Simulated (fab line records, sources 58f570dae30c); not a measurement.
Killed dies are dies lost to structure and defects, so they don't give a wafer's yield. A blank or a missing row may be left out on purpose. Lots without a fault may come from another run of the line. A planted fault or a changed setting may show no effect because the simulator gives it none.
Which tool did it? | flow berkeley_cmos170 | 15 lots, 45 wafers sampled, at 6 steps of a route of 331

WHAT THE GAUGES READ, wafer by wafer
UCB170_V1_OVL_MEAS_13. Usual: V1_OVL -2 nm, standard deviation 5.
lot  | measured     | on         | V1_OVL (nm) | flag
L891 | day 8 14:28  | overlay-01 | -3 4 15     |
L890 | day 8 17:02  | overlay-02 | -5 -5 -7    |
L892 | day 9 02:48  | overlay-02 | 3 2 9       |
L893 | day 9 03:17  | overlay-01 | -1 -6 -3    |
L895 | day 9 16:51  | overlay-01 | 2 -3 -3     |
L898 | day 10 00:46 | overlay-01 | -1 7 4      |
L896 | day 10 00:48 | overlay-02 | 2 -3 5      |
L902 | day 11 03:46 | overlay-01 | -7 -2 3     |
L903 | day 11 05:26 | overlay-02 | -2 -1 -10   |
L905 | day 11 10:21 | overlay-02 | -9 -12 -8   |
L908 | day 11 15:35 | overlay-02 | 3 0 2       |
L907 | day 11 17:21 | overlay-02 | 4 -8 -6     |
L909 | day 12 01:10 | overlay-02 | 5 -8 -6     |
L910 | day 12 12:34 | overlay-02 | -4 -1 11    |
L912 | day 12 14:17 | overlay-02 | -10 -9 -2   |

UCB170_M2_CD_MEAS_90: target cd 700 nm. Usual: cd_nm 700.0 nm, standard deviation 2.9.
lot  | measured     | on        | cd_nm (nm)        | flag
L891 | day 8 17:41  | cd_sem-02 | 703.3 698.8 696.5 |
L890 | day 8 20:46  | cd_sem-02 | 703.3 697.1 696.8 |
L892 | day 9 06:31  | cd_sem-01 | 697.4 695.2 695.4 |
L893 | day 9 06:47  | cd_sem-01 | 700.1 700.4 700.5 |
L895 | day 9 20:32  | cd_sem-01 | 696.9 700.1 698.8 |
L898 | day 10 03:57 | cd_sem-02 | 699.8 702.5 698.7 |
L896 | day 10 04:16 | cd_sem-01 | 695.9 700.7 697.7 |
L902 | day 11 06:35 | cd_sem-01 | 699.9 699.0 702.6 |
L903 | day 11 08:26 | cd_sem-02 | 717.6 720.1 722.0 | OFF
L905 | day 11 14:23 | cd_sem-02 | 722.6 723.6 720.7 | OFF
L908 | day 11 19:20 | cd_sem-01 | 700.0 699.6 699.3 |
L907 | day 11 21:22 | cd_sem-02 | 719.0 718.8 719.2 | OFF
L909 | day 12 04:11 | cd_sem-02 | 701.3 696.2 698.8 |
L910 | day 12 15:35 | cd_sem-02 | 706.1 705.5 704.6 |
L912 | day 12 17:14 | cd_sem-02 | 704.7 701.8 702.8 |

UCB170_V2_THK_MEAS_01. Usual: V2_TEOS_THK 2006 nm, standard deviation 25.
lot  | measured     | on            | V2_TEOS_THK (nm) | flag
L891 | day 8 17:58  | film_metro-02 | 1976 1978 1998   |
L890 | day 8 21:01  | film_metro-02 | 1973 2055 2011   |
L892 | day 9 06:47  | film_metro-02 | 2009 2005 2005   |
L893 | day 9 07:03  | film_metro-01 | 2034 2041 2022   |
L895 | day 9 20:48  | film_metro-01 | 2018 1991 2022   |
L898 | day 10 04:18 | film_metro-03 | 2022 2009 2048   |
L896 | day 10 04:31 | film_metro-02 | 1990 2033 2021   |
L902 | day 11 06:52 | film_metro-01 | 1940 1975 1999   |
L908 | day 11 19:35 | film_metro-01 | 2051 2009 2006   |
L909 | day 12 04:28 | film_metro-03 | 2006 1996 2040   |
L910 | day 12 15:52 | film_metro-01 | 1976 2003 2043   |
L912 | day 12 17:30 | film_metro-03 | 1970 2035 2029   |

WHICH TOOL RAN EACH LOT (tool, then ch and the chambers of the sampled wafers, then the start)
lot  | UCB170_M2_SPUTTER_01         | UCB170_M2_METAL_ETCH_18           | UCB170_M2_STRIP_19
L891 | pvd_sputter-02, day 8 14:58  | rie_metal-01 ch 0,1, day 8 17:22  | plasma_asher-02 ch 0,1, day 8 17:34
L890 | pvd_sputter-01, day 8 17:36  | rie_metal-04 ch 0,1, day 8 20:27  | plasma_asher-03 ch 0,1, day 8 20:38
L892 | pvd_sputter-03, day 9 03:18  | rie_metal-01 ch 0,1, day 9 06:13  | plasma_asher-02 ch 0,1, day 9 06:24
L893 | pvd_sputter-02, day 9 03:47  | rie_metal-02 ch 0,1, day 9 06:29  | plasma_asher-01 ch 0,1, day 9 06:41
L895 | pvd_sputter-03, day 9 17:21  | rie_metal-01 ch 1, day 9 20:13    | plasma_asher-02 ch 0,1, day 9 20:25
L898 | pvd_sputter-02, day 10 01:16 | rie_metal-02 ch 0,1, day 10 03:40 | plasma_asher-03 ch 0,1, day 10 03:51
L896 | pvd_sputter-01, day 10 01:23 | rie_metal-01 ch 0,1, day 10 04:00 | plasma_asher-03 ch 0,1, day 10 04:10
L902 | pvd_sputter-01, day 11 04:16 | rie_metal-04 ch 0,1, day 11 06:18 | plasma_asher-02 ch 0,1, day 11 06:29
L903 | pvd_sputter-02, day 11 05:55 | rie_metal-01 ch 0,1, day 11 08:07 | plasma_asher-03 ch 1, day 11 08:19
L905 | pvd_sputter-02, day 11 10:50 | rie_metal-01 ch 0,1, day 11 14:06 | plasma_asher-03 ch 0,1, day 11 14:15
L908 | pvd_sputter-01, day 11 16:04 | rie_metal-02 ch 0, day 11 18:59   | plasma_asher-02 ch 0,1, day 11 19:13
L907 | pvd_sputter-02, day 11 17:50 | rie_metal-01 ch 0,1, day 11 21:06 | plasma_asher-02 ch 0,1, day 11 21:16
L909 | pvd_sputter-01, day 12 01:40 | rie_metal-02 ch 0, day 12 03:43   | plasma_asher-02 ch 0,1, day 12 04:05
L910 | pvd_sputter-03, day 12 13:04 | rie_metal-04 ch 0, day 12 15:07   | plasma_asher-03 ch 0, day 12 15:29
L912 | pvd_sputter-02, day 12 14:47 | rie_metal-02 ch 0,1, day 12 16:56 | plasma_asher-02 ch 0,1, day 12 17:07
- UCB170_M2_SPUTTER_01: material Al, target thk 900 nm, time 120 s.
- UCB170_M2_METAL_ETCH_18: etches Al in Cl2/BCl3, stops on SiO2, target depth 1170 nm, time 195 s.
- UCB170_M2_STRIP_19: strips in O2.

WHAT THE TOOLS THEMSELVES READ (means of the sampled wafers that have a number; where no wafer has one, the mark that the record gives instead)
UCB170_M2_SPUTTER_01. Usual: throttle_valve_pct 30.8 %, standard deviation 0.88.
lot  | tool           | throttle_valve_pct (%) | flag
L891 | pvd_sputter-02 | 31.2                   |
L890 | pvd_sputter-01 | 31.4                   |
L892 | pvd_sputter-03 | 29.9                   |
L893 | pvd_sputter-02 | 30.9                   |
L895 | pvd_sputter-03 | 29.8                   |
L898 | pvd_sputter-02 | 31.3                   |
L896 | pvd_sputter-01 | 30.2                   |
L902 | pvd_sputter-01 | 31.4                   |
L903 | pvd_sputter-02 | 30.6                   |
L905 | pvd_sputter-02 | 31.1                   |
L908 | pvd_sputter-01 | 31.7                   |
L907 | pvd_sputter-02 | 30.5                   |
L909 | pvd_sputter-01 | 31.0                   |
L910 | pvd_sputter-03 | 29.9                   |
L912 | pvd_sputter-02 | 30.8                   |

UCB170_M2_METAL_ETCH_18. Usual: bias_w 120.0 W, standard deviation 0.36; drypump_motor_current_A 5.6 A, standard deviation 0.42; oes_product_au 0.862 a.u., standard deviation 0.013; rf_fwd_power_W 597.9 W, standard deviation 2; throttle_valve_pct 24.24 %, standard deviation 0.27.
lot  | tool         | bias_w (W) | drypump_motor_current_A (A) | oes_product_au (a.u.) | rf_fwd_power_W (W) | throttle_valve_pct (%) | flag
L891 | rie_metal-01 | 120.0      | 5.9                         | 0.867                 | 595.4              | 24.47                  |
L890 | rie_metal-04 | 120.1      | 5.0                         | 0.855                 | 599.5              | 24.07                  |
L892 | rie_metal-01 | 120.0      | 5.9                         | 0.869                 | 597.3              | 24.47                  |
L893 | rie_metal-02 | 120.0      | 5.5                         | 0.860                 | 597.0              | 24.22                  |
L895 | rie_metal-01 | 120.0      | 5.6                         | 0.888                 | 598.3              | 24.67                  |
L898 | rie_metal-02 | 120.0      | 5.5                         | 0.849                 | 596.1              | 24.22                  |
L896 | rie_metal-01 | 120.0      | 6.1                         | 0.866                 | 596.7              | 24.28                  |
L902 | rie_metal-04 | 119.9      | 5.1                         | 0.864                 | 599.7              | 23.97                  |
L903 | rie_metal-01 | 120.3      | 6.1                         | 0.799                 | 358.0              | 24.31                  | OFF
L905 | rie_metal-01 | 119.9      | 5.9                         | 0.792                 | 355.8              | 24.50                  | OFF
L908 | rie_metal-02 | 119.7      | 5.6                         | 0.848                 | 598.5              | 24.11                  |
L907 | rie_metal-01 | 120.1      | 5.9                         | 0.799                 | 356.8              | 24.50                  | OFF
L909 | rie_metal-02 | 119.6      | 5.6                         | 0.846                 | 599.0              | 24.11                  |
L910 | rie_metal-04 | 120.1      | 5.2                         | 0.862                 | 597.7              | 23.86                  |
L912 | rie_metal-02 | 119.7      | 5.5                         | 0.854                 | 598.4              | 24.42                  |

UCB170_M2_STRIP_19. Usual: drypump_motor_current_A 5.73 A, standard deviation 0.27; oes_product_au 0.529 a.u., standard deviation 0.015.
lot  | tool            | drypump_motor_current_A (A) | oes_product_au (a.u.) | flag
L891 | plasma_asher-02 | 5.76                        | 0.529                 |
L890 | plasma_asher-03 | 5.65                        | 0.526                 |
L892 | plasma_asher-02 | 5.76                        | 0.521                 |
L893 | plasma_asher-01 | 5.93                        | 0.523                 |
L895 | plasma_asher-02 | 5.76                        | 0.544                 |
L898 | plasma_asher-03 | 5.49                        | 0.524                 |
L896 | plasma_asher-03 | 5.67                        | 0.522                 |
L902 | plasma_asher-02 | 5.77                        | 0.537                 |
L903 | plasma_asher-03 | 5.86                        | 0.721                 | OFF
L905 | plasma_asher-03 | 5.51                        | 0.722                 | OFF
L908 | plasma_asher-02 | 5.89                        | 0.520                 |
L907 | plasma_asher-02 | 5.90                        | 0.720                 | OFF
L909 | plasma_asher-02 | 5.76                        | 0.529                 |
L910 | plasma_asher-03 | 5.32                        | 0.557                 |
L912 | plasma_asher-02 | 5.88                        | 0.539                 |

THE ANSWER, worked out from the rows above alone
Rule: a lot is off if the mean of its wafers that have a number lies more than 3 standard deviations from the usual mean. A lot without any number at a reading at which 4 lots or more have one is off too. The other lots that the step has rows for count as sound. The gauges are gone through in route order, then the tools' own readings, and for those a lot's mean is taken as printed above. The first step at which some lot is off is used, and at that step the reading that is off furthest; a lot without a number counts as furthest.
Off: L903, L905, L907, at UCB170_M2_CD_MEAS_90 (cd_nm).
A tool fits if, at a process step before that reading, it ran every lot that is off, and no sound lot after the first of them. The gauges at UCB170_M2_CD_MEAS_90 aren't tried: what is off there is off at UCB170_M2_METAL_ETCH_18 too, on other tools, and a gauge's error can't cause that. One fits: rie_metal-01 at UCB170_M2_METAL_ETCH_18. Its last sound lot is L896 (day 10 04:00), its first lot that is off L903 (day 11 08:07): a fault that began between those two fits.
The tool's own readings at UCB170_M2_METAL_ETCH_18 bear it out: on the lots that are off they differ by more than 5 times the standard deviation of the sound lots' means. oes_product_au reads 0.797 a.u. there against 0.861 a.u. on the sound lots; rf_fwd_power_W reads 356.9 W there against 597.8 W on the sound lots.

WHAT THE SIMULATOR HAD PUT IN
Process parameter drift: rie_metal-01, from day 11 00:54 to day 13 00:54, at UCB170_M2_METAL_ETCH_18. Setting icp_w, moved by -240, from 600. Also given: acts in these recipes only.
Lots struck among those shown: L903, L905, L907. The rule above found the same.
